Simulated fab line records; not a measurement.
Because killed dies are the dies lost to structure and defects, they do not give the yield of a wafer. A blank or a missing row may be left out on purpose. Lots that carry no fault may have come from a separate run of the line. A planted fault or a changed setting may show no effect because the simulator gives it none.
A lot that was struck, set against a sound lot | flow rit-cmos | 35 out of 202 route steps
Sound: wafers L621.1, L621.3, L621.6. Wafers L627.2, L627.3, L627.4 were the ones struck. The cause is given at the end.
At each step with rows: each side's tool, then ch and its chambers, then its first start. Under that, the readings that differ: sound wafers | struck wafers | difference of the means | sigmas: that difference in standard deviations of wafers without a fault.
alike: words and numbers the same on both sides, and readings whose means are apart by under 2 such deviations; not compared: readings that were withheld, readings missing a value for some wafer, numbers with overlapping values and no deviation given by the record, and bounds like >300 which may hide the same value.
The two part at a step that has a row with sigmas, a row that says differs or no value, or rows on one side only. Non-overlapping numbers with no deviation appear without sigmas and do not part them. A reading missing from all wafers of one side parts the sides only when that side holds two or more wafers.

first, 3 steps without rows for these wafers: RIT_PWELL_EXPOSE_03 (exposes mask M3, target cd 43700 nm); RIT_PWELL_PEB_04; RIT_PWELL_DEVELOP_05 (develop time 68 s).
RIT_PWELL_OVL_MEAS_06:
  sound on overlay-02 at day 3 15:31; struck on overlay-01 at day 4 23:37
  alike: PWELL_OVL
then, 2 steps without rows for these wafers: RIT_PWELL_HARDBAKE_07 (time 120 s); RIT_PWELL_IMPLANT_08.
RIT_PWELL_STRIP_09: strips in O2, time 180 s.
  sound on plasma-asher-03 ch 0, day 3 15:58; struck on plasma-asher-04 ch 0,1, day 5 00:03
  alike: drypump-motor-current-A, rf-refl-power-W
  not compared: rf-hours-counter-h
RIT_PWELL_TW_MEAS_10:
  sound on film-metro-04 at day 3 16:08; struck on film-metro-04 at day 5 00:14
  alike: PWELL_TW
then, 1 step without rows for these wafers: RIT_WELLDRIVE_ANNEAL_00 (time 14700 s).
RIT_WELLDRIVE_RS_MEAS_01: a four-point-probe measurement.
  sound on film-metro-02 at day 3 22:05; struck on film-metro-04 at day 5 05:23
  alike: NWELL_RS
RIT_WELLDRIVE_RS_MEAS_02: a four-point-probe measurement.
  sound on film-metro-02 at day 3 22:13; struck on film-metro-04 at day 5 05:31
  alike: PWELL_RS
then, 1 step without rows for these wafers: RIT_NRETRO_HMDS_00 (prime time 60 s).
RIT_NRETRO_COAT_01: resist thk 1300 nm.
  sound on litho-track-02 ch 0, day 3 22:29; struck on litho-track-02, day 5 05:47
  no value came back on the struck wafers for chill-plate-temp-C (C), dispense-pressure-kPa (kPa); on the sound wafers chill-plate-temp-C (C) reads 23.07 23.02 22.95
then, 4 steps without rows for these wafers: RIT_NRETRO_SOFTBAKE_02 (time 60 s); RIT_NRETRO_EXPOSE_03 (exposes mask M4, target cd 43900 nm); RIT_NRETRO_PEB_04; RIT_NRETRO_DEVELOP_05 (develop time 68 s).
RIT_NRETRO_OVL_MEAS_06:
  sound on overlay-02 at day 3 23:20; struck on overlay-01 at day 5 06:30
  reading         | sound          | struck | difference                    | sigmas
  NRETRO_OVL (nm) | -1.0 -1.5 -1.2 | - - -  | no value on the struck wafers |
then, 2 steps without rows for these wafers: RIT_NRETRO_HARDBAKE_07 (time 120 s); RIT_NRETRO_IMPLANT_08.
RIT_NRETRO_STRIP_09: strips in O2, time 180 s.
  sound on plasma-asher-02 ch 0,1, day 3 23:46; struck on plasma-asher-03 ch 0,1, day 5 06:56
  alike: drypump-motor-current-A, rf-refl-power-W
  not compared: rf-hours-counter-h
RIT_NRETRO_TW_MEAS_10:
  sound on film-metro-04 at day 3 23:57; struck on film-metro-03 at day 5 07:07
  reading   | sound          | struck         | difference | sigmas
  NRETRO_TW | 1026 1033 1029 | 1061 1065 1061 | +33        | +3
then, 6 steps without rows for these wafers: RIT_PRETRO_HMDS_00 (prime time 60 s); RIT_PRETRO_COAT_01 (resist thk 1300 nm); RIT_PRETRO_SOFTBAKE_02 (time 60 s); RIT_PRETRO_EXPOSE_03 (exposes mask M5, target cd 43700 nm); RIT_PRETRO_PEB_04; RIT_PRETRO_DEVELOP_05 (develop time 68 s).
RIT_PRETRO_OVL_MEAS_06:
  sound on overlay-01 at day 4 00:53; struck on overlay-01 at day 5 08:11
  alike: PRETRO_OVL
then, 2 steps without rows for these wafers: RIT_PRETRO_HARDBAKE_07 (time 120 s); RIT_PRETRO_IMPLANT_08.
RIT_PRETRO_STRIP_09: strips in O2, time 180 s.
  sound on plasma-asher-04 ch 0, day 4 01:19; struck on plasma-asher-02 ch 0,1, day 5 08:37
  reading                     | sound       | struck      | difference | sigmas
  drypump-motor-current-A (A) | 5.3 5.3 5.3 | 6.4 5.5 6.4 | +0.8       | +2
  alike: rf-refl-power-W
  not compared: rf-hours-counter-h
RIT_PRETRO_TW_MEAS_10:
  sound on film-metro-04 at day 4 01:30; struck on film-metro-01 at day 5 08:47
  reading   | sound       | struck         | difference | sigmas
  PRETRO_TW | 468 467 467 | 1096 1093 1090 | +626       | +99 or more
then, 1 step without rows for these wafers: RIT_GATE_WET_ETCH_00 (etches SiO2 in BOE, target depth 56 nm, time 60 s).
RIT_M1_PROBE_99:
  sound on prober-01 at day 5 05:31; struck on prober-02 at day 6 15:47
  reading             | sound | struck      | difference | sigmas
  killed-at-front-end | 9 8 6 | 264 264 264 | +256       | +95
  killed-dies         | 9 8 6 | 264 264 264 | +256       | +95
  killed-on-rim       | 2 5 1 | 70 70 70    | +67        | +52
  alike: killed_at_M0_to_M3, killed-open, killed-short

WHERE THEY PART
At RIT_NRETRO_COAT_01 first; at RIT_M1_PROBE_99 last (within this record only).

WHY: what the simulator had put in
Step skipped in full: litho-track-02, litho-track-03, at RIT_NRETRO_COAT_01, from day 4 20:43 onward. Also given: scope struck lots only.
